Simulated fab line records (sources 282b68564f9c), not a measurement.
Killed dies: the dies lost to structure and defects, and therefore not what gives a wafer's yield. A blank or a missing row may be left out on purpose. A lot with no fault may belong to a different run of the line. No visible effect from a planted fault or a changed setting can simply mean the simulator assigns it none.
Struck lot and sound lot, side by side :: flow rit-cmos :: 18 out of 202 route steps
Sound: the wafers L453.1, L453.3, L453.6. Wafers struck: L468.1, L468.2, L468.5. At the end, the cause is stated.
At each step with rows: each side's tool, then ch and its chambers, then its first start. Under that, the readings that differ: sound wafers :: struck wafers :: difference of the means :: sigmas: that difference in standard deviations of wafers without a fault.
alike: readings whose means differ by less than 2 such deviations, and words and numbers that are the same on both sides. not compared: withheld readings, readings that some wafer has no value for, bounds like >300 that may hide the same value, and numbers for which the record gives no deviation and whose values overlap.
A row with sigmas, a row that says differs or no value, or rows on one side alone: a step with any of these is where the two part. Numbers that have no deviation but don't overlap get no sigmas and don't part them. Lack of a reading on every wafer of one side parts them only where that side has two or more wafers.

first, 1 step without rows for these wafers: RIT_PLDD_IMPLANT_08.
RIT_PLDD_STRIP_09: strips in O2, time 180 s.
  sound on plasma-asher-04 ch 0,1, day 2 19:59; struck on plasma-asher-04 ch 0,1, day 6 04:29
  alike: drypump-motor-current-A
  not compared: rf-hours-counter-h
RIT_PLDD_TW_MEAS_10:
  sound: film-metro-04 at day 2 20:10; struck: film-metro-01 at day 6 04:40
reading: PLDD_TW
sound: 2303 2303 2319
struck: 2370 2366 2372
difference: +61
sigmas: +2
then, 4 steps without rows for these wafers: RIT_SPACER_CLEAN_00 (cleans in SC1, time 600 s); RIT_SPACER_CLEAN_01 (cleans in dHF, time 30 s); RIT_SPACER_CLEAN_02 (cleans in SC2, time 600 s); RIT_SPACER_CVD_03 (deposits Si3N4 from SiH2Cl2/NH3, target thk 250 nm, time 3300 s).
RIT_SPACER_THK_MEAS_04:
  sound: film-metro-02 at day 2 22:32; struck: film-metro-02 at day 6 07:00
  alike: SPACER_NITRIDE_THK
RIT_SPACER_ETCHBACK_05: etches Si3N4 in SF6/CHF3, stops on SiO2, target depth 250 nm, time 240 s.
  sound on rie-diel-04 ch 1,2,3, day 2 22:35; struck on rie-diel-01 ch 2,3, day 6 07:04
  alike: drypump-motor-current-A, oes-product-au, throttle-valve-pct
  not compared: rf-hours-counter-h
then, 3 steps without rows for these wafers: RIT_NSD_HMDS_00 (prime time 60 s); RIT_NSD_COAT_01 (resist thk 1000 nm); RIT_NSD_SOFTBAKE_02 (time 60 s).
RIT_NSD_EXPOSE_03: exposes mask M9, target cd 40700 nm.
  sound on iline-stepper-01 ch 0, day 2 23:11; struck on iline-stepper-02 ch 0, day 6 07:41
reading: model.NSD.overlay-x-nm (nm)
sound: 0.5013 0.5013 0.5013
struck: 5123 5123 5123
difference: +5122
sigmas: 
  alike: mask
then, 2 steps without rows for these wafers: RIT_NSD_PEB_04; RIT_NSD_DEVELOP_05 (develop time 50 s).
RIT_NSD_OVL_MEAS_06:
  sound: overlay-01 at day 2 23:35; struck: overlay-02 at day 6 08:05
reading: NSD_OVL (nm)
sound: 1.5 -0.9 0.6
struck: - - -
difference: no value on the struck wafers
sigmas: 
then, 1 step without rows for these wafers: RIT_NSD_HARDBAKE_07 (time 60 s).
RIT_M1_PROBE_99:
  sound: prober-02 at day 3 09:40; struck: prober-01 at day 6 18:12
reading: killed-at-front-end
sound: 9 2 2
struck: 264 264 264
difference: +260
sigmas: +84

reading: killed-dies
sound: 9 2 2
struck: 264 264 264
difference: +260
sigmas: +84

reading: killed-on-rim
sound: 2 0 1
struck: 70 70 70
difference: +69
sigmas: +49

reading: model.etest.ring.no-ring
sound: 0 0 0
struck: 1 1 1
difference: +1
sigmas: 

reading: model.etest.pmos-turned.short
sound: 0 0 0
struck: 1 1 1
difference: +1
sigmas: 

reading: model.etest.pmos_0p3.short
sound: 0 0 0
struck: 1 1 1
difference: +1
sigmas: 

reading: model.etest.pmos_0p15.over-limit
sound: 0 0 0
struck: 1 1 1
difference: +1
sigmas: 

reading: model.etest.gate-end-array.over-limit
sound: 0 0 0
struck: 1 1 1
difference: +1
sigmas: 
  alike: killed_at_M0_to_M3, killed-at-contacts, killed-open, killed-short
  not compared: model.etest.nmos_0p15.bv-v, model.etest.nmos_0p3.bv-v, model.etest.nmos-narrow.short

== WHERE THEY PART ==
Earliest at RIT_PLDD_TW_MEAS_10; latest, in this record, at RIT_M1_PROBE_99.

WHY: what had been put in by the simulator
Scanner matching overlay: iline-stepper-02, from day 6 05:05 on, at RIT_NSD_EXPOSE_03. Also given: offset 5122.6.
